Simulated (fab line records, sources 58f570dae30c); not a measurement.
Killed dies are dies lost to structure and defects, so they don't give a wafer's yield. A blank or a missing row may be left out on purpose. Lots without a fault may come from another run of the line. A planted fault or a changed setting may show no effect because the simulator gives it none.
Which tool did it? | flow berkeley_cmos170 | 7 lots, 21 wafers sampled, at 2 steps of a route of 331

WHAT THE GAUGES READ, wafer by wafer
UCB170_NSD_TW_MEAS_10.
lot  | measured    | on            | NSD_TW
L894 | day 6 17:32 | film_metro-04 | 4202 4208 4196
L896 | day 7 06:14 | film_metro-03 | 4182 4163 4173
L898 | day 7 15:56 | film_metro-04 | 4230 4211 4204
L900 | day 8 11:31 | film_metro-03 | 4188 4190 4141
L902 | day 8 12:28 | film_metro-03 | 4178 4168 4183
L903 | day 8 14:05 | film_metro-04 | 4171 4185 4178
L906 | day 9 17:14 | film_metro-03 | 4201 4194 4178

WHICH TOOL RAN EACH LOT (tool, then ch and the chambers of the sampled wafers, then the start)
lot  | UCB170_PWELL_IMPLANT_15
L894 | implanter-01 ch 0, day 3 05:33
L896 | implanter-01 ch 0, day 3 13:48
L898 | implanter-01 ch 0, day 4 00:21
L900 | implanter-04 ch 0, day 4 14:13
L902 | implanter-04 ch 0, day 4 22:02
L903 | implanter-04 ch 0, day 5 05:39
L906 | implanter-02 ch 0, day 5 20:56
- UCB170_PWELL_IMPLANT_15

THE ANSWER, worked out from the rows above alone
Rule: what is usual is taken from the lots themselves. Put in order of their means at a reading, lots are off if they are a third of the lots or fewer, leave a main group of 4 or more, and stand apart from it by a gap of 3 or more times the standard deviation of the main group's means; of several such gaps the widest counts. A main group whose means are all the same, to the digits that the tables above print for the reading, isn't used. A lot without any number at a reading at which 4 lots or more have one is off too. The other lots that the step has rows for count as sound.
No lot is off at any reading shown: from this, nothing can be told.

WHAT THE SIMULATOR HAD PUT IN
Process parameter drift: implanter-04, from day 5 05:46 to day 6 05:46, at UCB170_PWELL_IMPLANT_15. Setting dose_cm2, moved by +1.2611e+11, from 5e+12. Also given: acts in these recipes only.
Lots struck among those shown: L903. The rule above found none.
